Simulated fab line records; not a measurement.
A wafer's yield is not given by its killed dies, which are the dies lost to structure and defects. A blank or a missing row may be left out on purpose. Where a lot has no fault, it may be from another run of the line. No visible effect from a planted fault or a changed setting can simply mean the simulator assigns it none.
Tool commonality check ; flow berkeley cmos170 ; Lots sampled 14, wafers sampled 48

## REASON IT WAS OPENED
Of 14 lots, 2 have the reading M1_AL_RS flagged at UCB170_M1_RS_MEAS_01. Wafers without a fault read 0.0485 ohm/sq, standard deviation 0.00057.
Rule: a lot gets a flag if all its wafers with a number sit over 4 standard deviations from that mean, or if no wafer of it has a number. All remaining lots are regarded as sound.

lot;measured;on;M1_AL_RS (ohm/sq), wafer by wafer;flag
L622;day 7 18:46;film metro-02;0.0482 0.0482 0.0484;
L627;day 8 09:55;film metro-02;0.0478 0.0490 0.0490;
L626;day 8 10:29;film metro-03;0.0492 0.0484 0.0492;
L630;day 8 19:42;film metro-02;0.0527 0.0524 0.0540 0.0528 0.0524 0.0540;FLAGGED
L628;day 8 22:46;film metro-01;0.0477 0.0482 0.0485;
L634;day 9 08:33;film metro-01;0.0484 0.0488 0.0492;
L632;day 9 09:11;film metro-02;0.0548 0.0543 0.0530 0.0547 0.0544 0.0530;FLAGGED
L636;day 10 11:07;film metro-03;0.0487 0.0483 0.0482;
L635;day 10 12:19;film metro-01;0.0483 0.0489 0.0486;
L637;day 10 12:20;film metro-03;0.0481 0.0484 0.0480;
L638;day 10 12:46;film metro-02;0.0491 0.0485 0.0482;
L639;day 10 12:53;film metro-03;0.0493 0.0487 0.0491;
L642;day 11 06:33;film metro-03;0.0492 0.0486 0.0488;
L643;day 11 06:34;film metro-02;0.0488 0.0483 0.0481;
The numbers of the flagged lots are 0.0535 ohm/sq on average: +0.0050 ohm/sq against the usual, or +9 standard deviations.

## WHICH TOOL RAN EACH LOT
Before the reading, the record contains 2 process steps out of a 331-step route. Each cell gives the tool, then ch followed by the chambers the sampled wafers passed through, then the start.
lot;flag;UCB170_SPACER_ETCHBACK_03;UCB170_M1_SPUTTER_00
L622;;rie diel-02 ch 0,2,3, day 7 03:10;pvd sputter-04, day 7 18:41
L627;;rie diel-02 ch 0,1,3, day 7 22:21;pvd sputter-04, day 8 09:50
L626;;rie diel-04 ch 0,1,2, day 7 22:21;pvd sputter-01, day 8 10:26
L630;FLAGGED;rie diel-02 ch 0,2,3, day 8 06:40;pvd sputter-01, day 8 19:38
L628;;rie diel-02 ch 0,1,3, day 8 06:44;pvd sputter-02, day 8 22:40
L634;;rie diel-04 ch 1,3, day 8 18:54;pvd sputter-02, day 9 08:28
L632;FLAGGED;rie diel-02 ch 0,1,3, day 8 18:54;pvd sputter-01, day 9 09:08
L636;;rie diel-03 ch 0,1,2, day 9 21:11;pvd sputter-02, day 10 11:02
L635;;rie diel-04 ch 1,2,3, day 9 21:11;pvd sputter-04, day 10 12:14
L637;;rie diel-03 ch 0,1, day 9 21:15;pvd sputter-02, day 10 12:14
L638;;rie diel-02 ch 1,2, day 9 21:15;pvd sputter-02, day 10 12:43
L639;;rie diel-02 ch 1,2, day 9 21:11;pvd sputter-04, day 10 12:47
L642;;rie diel-04 ch 1,2, day 10 11:42;pvd sputter-04, day 11 06:29
L643;;rie diel-04 ch 1,2, day 10 11:47;pvd sputter-02, day 11 06:29
These steps, and what they do:
- UCB170_SPACER_ETCHBACK_03: etches SiO2 in CHF3/CF4/Ar, stops on Si, target depth 376 nm, time 100 s.
- UCB170_M1_SPUTTER_00: material Al, target thk 600 nm, time 80 s.
- UCB170_M1_RS_MEAS_01: measures by four-point-probe.

## FLAGGED OVER TOTAL, TOOL BY TOOL (the gauges that took the reading come last)
step;tool;lots run;flagged;share of the flagged lots;sound lots run after its first flagged lot
UCB170_SPACER_ETCHBACK_03;rie diel-02;7;2;all;3 (L628,L639,L638)
UCB170_SPACER_ETCHBACK_03;rie diel-03;2;0;none;-
UCB170_SPACER_ETCHBACK_03;rie diel-04;5;0;none;-
UCB170_M1_SPUTTER_00;pvd sputter-01;3;2;all;0
UCB170_M1_SPUTTER_00;pvd sputter-02;6;0;none;-
UCB170_M1_SPUTTER_00;pvd sputter-04;5;0;none;-
UCB170_M1_RS_MEAS_01;film metro-01;3;0;none;-
UCB170_M1_RS_MEAS_01;film metro-02;6;2;all;2 (L638,L643)
UCB170_M1_RS_MEAS_01;film metro-03;5;0;none;-

## THE TABLE: WHAT IT ALLOWS
rie diel-02 at UCB170_SPACER_ETCHBACK_03, pvd sputter-01 at UCB170_M1_SPUTTER_00 and film metro-02 at UCB170_M1_RS_MEAS_01: these 3 rows of the table ran every flagged lot.
- rie diel-02 at UCB170_SPACER_ETCHBACK_03 ran 7 lots, 2 of them flagged. After the first flagged lot (L628, L639, L638), sound lots still ran on it; a lasting fault on the whole tool would not permit that.
- pvd sputter-01 at UCB170_M1_SPUTTER_00 ran 3 lots, 2 of them flagged. It ran its last sound lot, L626, at day 8 10:26 and its first flagged lot, L630, at day 8 19:38: a fault with its onset between the two fits.
- film metro-02 at UCB170_M1_RS_MEAS_01 ran 6 lots, 2 of them flagged. After the first flagged lot (L638, L643), sound lots still ran on it; a lasting fault on the whole tool would not permit that.
Just one tool remains: pvd sputter-01 at UCB170_M1_SPUTTER_00.

## WHAT WAS PUT IN BY THE SIMULATOR
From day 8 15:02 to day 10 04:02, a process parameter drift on pvd sputter-01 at UCB170_M1_SPUTTER_00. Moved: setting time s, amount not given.
Lots struck among those shown: L630, L632. The rule above found the same.
